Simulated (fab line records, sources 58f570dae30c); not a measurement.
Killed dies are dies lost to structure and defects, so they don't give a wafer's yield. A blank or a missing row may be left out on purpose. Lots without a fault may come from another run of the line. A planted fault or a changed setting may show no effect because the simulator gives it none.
Which tool did it? | flow berkeley_cmos170 | 14 lots, 42 wafers sampled, at 5 steps of a route of 331

WHAT THE GAUGES READ, wafer by wafer
UCB170_CONTACT_THK_MEAS_02. Usual: CONTACT_PSG_THK 697 nm, standard deviation 7.9.
lot  | measured     | on            | CONTACT_PSG_THK (nm)    | flag
L329 | day 7 03:07  | film_metro-01 | 700 697 696             |
L330 | day 7 03:07  | film_metro-03 | 696 696 703             |
L328 | day 7 03:06  | film_metro-02 | 690 692 695             |
L331 | day 7 12:17  | film_metro-02 | 707 699 704             |
L332 | day 7 12:18  | film_metro-01 | 703 701 704             |
L333 | day 8 15:49  | film_metro-01 | 697 699 697             |
L334 | day 8 15:49  | film_metro-03 | 695 689 689             |
L336 | day 8 15:42  | film_metro-02 | 711 705 708             |
L335 | day 8 15:43  | film_metro-03 | 706 704 702             |
L339 | day 9 04:21  | film_metro-03 | 699 699 696             |
L344 | day 10 08:54 | film_metro-02 | 859 854 858 860 852 857 | OFF
L349 | day 10 23:23 | film_metro-03 | 706 704 702             |
L346 | day 11 01:38 | film_metro-03 | 868 868 865 868 867 865 | OFF
L350 | day 11 11:03 | film_metro-03 | 689 693 694             |

UCB170_V2_BOW_MEAS_03. Usual: V2_BOW 36 um, standard deviation 6.8.
lot  | measured     | on            | V2_BOW (um) | flag
L329 | day 7 22:06  | film_metro-01 | 26 34 38    |
L330 | day 7 21:55  | film_metro-03 | 43 31 53    |
L328 | day 7 22:11  | film_metro-02 | 34 31 48    |
L331 | day 8 05:08  | film_metro-02 | 34 35 34    |
L332 | day 8 04:50  | film_metro-02 | 31 35 36    |
L333 | day 9 08:08  | film_metro-01 | 34 31 49    |
L334 | day 9 07:41  | film_metro-03 | 41 31 32    |
L336 | day 9 06:31  | film_metro-03 | 38 39 31    |
L335 | day 9 06:22  | film_metro-01 | 34 36 43    |
L339 | day 9 20:08  | film_metro-01 | 30 27 27    |
L349 | day 11 14:17 | film_metro-03 | 35 38 33    |
L350 | day 12 05:15 | film_metro-01 | 34 46 37    |

WHICH TOOL RAN EACH LOT (tool, then ch and the chambers of the sampled wafers, then the start)
lot  | UCB170_SDANNEAL_RTA_01           | UCB170_CONTACT_CVD_01       | UCB170_CONTACT_ETCH_18
L329 | rtp_anneal-02 ch 0, day 6 20:57  | lpcvd-02 ch 0, day 7 00:26  | rie_diel-02 ch 0,2, day 7 22:06 or earlier
L330 | rtp_anneal-01 ch 0, day 6 20:58  | lpcvd-02 ch 1, day 7 00:26  | rie_diel-04 ch 0,1,2, day 7 21:55 or earlier
L328 | rtp_anneal-02 ch 0, day 6 21:10  | lpcvd-02 ch 0, day 7 00:26  | rie_diel-03 ch 1,2,3, day 7 22:11 or earlier
L331 | rtp_anneal-02 ch 0, day 7 09:25  | lpcvd-01 ch 1, day 7 10:30  | rie_diel-03 ch 2,3, day 8 05:08 or earlier
L332 | rtp_anneal-01 ch 0, day 7 09:26  | lpcvd-01 ch 0, day 7 10:30  | rie_diel-02 ch 0,1, day 8 04:50 or earlier
L333 | rtp_anneal-02 ch 0, day 8 11:47  | lpcvd-02 ch 1, day 8 13:08  | rie_diel-02 ch 0,3, day 9 08:08 or earlier
L334 | rtp_anneal-01 ch 0, day 8 11:52  | lpcvd-02 ch 0, day 8 13:08  | rie_diel-04 ch 0,1,3, day 9 07:41 or earlier
L336 | rtp_anneal-02 ch 0, day 8 12:08  | lpcvd-01 ch 0, day 8 13:55  | rie_diel-03 ch 1,2,3, day 9 06:31 or earlier
L335 | rtp_anneal-01 ch 0, day 8 12:10  | lpcvd-01 ch 1, day 8 13:55  | rie_diel-04 ch 0,1,2, day 9 06:22 or earlier
L339 | rtp_anneal-01 ch 0, day 8 22:41  | lpcvd-01 ch 1, day 9 01:40  | rie_diel-03 ch 1,2, day 9 20:08 or earlier
L344 | rtp_anneal-02 ch 0, day 10 05:08 | lpcvd-02 ch 0, day 10 06:13 | rie_diel-02 ch 1,3, no start
L349 | rtp_anneal-02 ch 0, day 10 20:31 | lpcvd-01 ch 1, day 10 21:37 | rie_diel-04 ch 0,2,3, day 11 14:17 or earlier
L346 | rtp_anneal-01 ch 0, day 10 20:32 | lpcvd-02 ch 1, day 10 22:57 | rie_diel-03 ch 2,3, no start
L350 | rtp_anneal-02 ch 0, day 11 08:11 | lpcvd-01 ch 0, day 11 09:16 | rie_diel-04 ch 0,2,3, day 12 05:15 or earlier
- UCB170_SDANNEAL_RTA_01: time 5 s.
- UCB170_CONTACT_CVD_01: deposits PSG from SiH4/O2/PH3, target thk 700 nm, time 2820 s.
- UCB170_CONTACT_ETCH_18: etches PSG in CHF3/CF4/Ar, stops on TiSi2, target depth 840 nm, time 195 s.

WHAT THE TOOLS THEMSELVES READ (means of the sampled wafers that have a number; where no wafer has one, the mark that the record gives instead)
UCB170_SDANNEAL_RTA_01. Usual: lamp_power_pct 38.0 %, standard deviation 1.8; wafer_temp_C_max 1054.2, standard deviation 1.1.
lot  | tool          | lamp_power_pct (%) | wafer_temp_C_max | flag
L329 | rtp_anneal-02 | 36.2               | 1054.3           |
L330 | rtp_anneal-01 | 39.7               | 1053.6           |
L328 | rtp_anneal-02 | 36.2               | 1055.1           |
L331 | rtp_anneal-02 | 36.2               | 1055.4           |
L332 | rtp_anneal-01 | 39.7               | 1053.4           |
L333 | rtp_anneal-02 | 36.2               | 1054.8           |
L334 | rtp_anneal-01 | 39.8               | 1053.4           |
L336 | rtp_anneal-02 | 36.2               | 1054.0           |
L335 | rtp_anneal-01 | 39.8               | 1053.7           |
L339 | rtp_anneal-01 | 39.8               | 1054.3           |
L344 | rtp_anneal-02 | 36.2               | 1054.6           |
L349 | rtp_anneal-02 | 36.2               | 1054.5           |
L346 | rtp_anneal-01 | 39.8               | 1052.7           |
L350 | rtp_anneal-02 | 36.2               | 1056.0           |

UCB170_CONTACT_CVD_01. Usual: o2_flow_sccm 89.95 sccm, standard deviation 0.28; zone_power_centre_pct 20.0 %, standard deviation 0.56.
lot  | tool     | o2_flow_sccm (sccm) | zone_power_centre_pct (%) | flag
L329 | lpcvd-02 | 90.15               | 19.5                      |
L330 | lpcvd-02 | 90.21               | 20.9                      |
L328 | lpcvd-02 | 89.75               | 19.8                      |
L331 | lpcvd-01 | 89.89               | 19.4                      |
L332 | lpcvd-01 | 89.89               | 20.3                      |
L333 | lpcvd-02 | 89.56               | 20.7                      |
L334 | lpcvd-02 | 90.06               | 19.6                      |
L336 | lpcvd-01 | 90.08               | 20.3                      |
L335 | lpcvd-01 | 90.30               | 19.7                      |
L339 | lpcvd-01 | 90.18               | 19.6                      |
L344 | lpcvd-02 | 89.86               | 19.6                      |
L349 | lpcvd-01 | 90.14               | 19.6                      |
L346 | lpcvd-02 | 89.79               | 20.7                      |
L350 | lpcvd-01 | 89.77               | 20.2                      |

UCB170_CONTACT_ETCH_18. Usual: CHF3_flow_sccm 45.03 sccm, standard deviation 0.13; drypump_motor_current_A 5.7 A, standard deviation 0.64; oes_product_au 0.887 a.u., standard deviation 0.017; throttle_valve_pct 6.92 %, standard deviation 0.095.
lot  | tool        | CHF3_flow_sccm (sccm) | drypump_motor_current_A (A) | oes_product_au (a.u.) | throttle_valve_pct (%) | flag
L329 | rie_diel-02 | 44.94                 | 5.4                         | 0.896                 | 6.94                   |
L330 | rie_diel-04 | 44.97                 | 6.3                         | 0.890                 | 6.90                   |
L328 | rie_diel-03 | 44.95                 | 5.2                         | 0.897                 | 6.94                   |
L331 | rie_diel-03 | 44.95                 | 5.1                         | 0.915                 | 7.05                   |
L332 | rie_diel-02 | 45.00                 | 5.7                         | 0.885                 | 6.99                   |
L333 | rie_diel-02 | 45.04                 | 5.2                         | 0.887                 | 6.93                   |
L334 | rie_diel-04 | 45.01                 | 6.4                         | 0.872                 | 6.90                   |
L336 | rie_diel-03 | 45.05                 | 5.3                         | 0.897                 | 6.95                   |
L335 | rie_diel-04 | 44.99                 | 6.3                         | 0.889                 | 6.90                   |
L339 | rie_diel-03 | 45.05                 | 5.4                         | 0.890                 | 6.85                   |
L344 | rie_diel-02 | 44.98                 | 5.4                         | 0.992                 | 6.88                   | OFF
L349 | rie_diel-04 | 45.07                 | 6.3                         | 0.876                 | 6.90                   |
L346 | rie_diel-03 | 45.04                 | 4.9                         | 0.985                 | 6.96                   | OFF
L350 | rie_diel-04 | 45.14                 | 6.3                         | 0.872                 | 6.90                   |

THE ANSWER, worked out from the rows above alone
Rule: a lot is off if the mean of its wafers that have a number lies more than 3 standard deviations from the usual mean. A lot without any number at a reading at which 4 lots or more have one is off too. The other lots that the step has rows for count as sound. The gauges are gone through in route order, then the tools' own readings, and for those a lot's mean is taken as printed above. The first step at which some lot is off is used, and at that step the reading that is off furthest; a lot without a number counts as furthest.
Off: L344, L346, at UCB170_CONTACT_THK_MEAS_02 (CONTACT_PSG_THK).
A tool fits if, at a process step before that reading, it ran every lot that is off, and no sound lot after the first of them. The gauges at UCB170_CONTACT_THK_MEAS_02 aren't tried: what is off there is off at UCB170_CONTACT_ETCH_18 too, on other tools, and a gauge's error can't cause that. One fits: lpcvd-02 at UCB170_CONTACT_CVD_01. Its last sound lot is L333 (day 8 13:08), its first lot that is off L344 (day 10 06:13): a fault that began between those two fits.

WHAT THE SIMULATOR HAD PUT IN
Process parameter drift: lpcvd-02, from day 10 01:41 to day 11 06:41, at UCB170_CONTACT_CVD_01. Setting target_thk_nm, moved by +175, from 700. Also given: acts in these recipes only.
Lots struck among those shown: L344, L346. The rule above found the same.
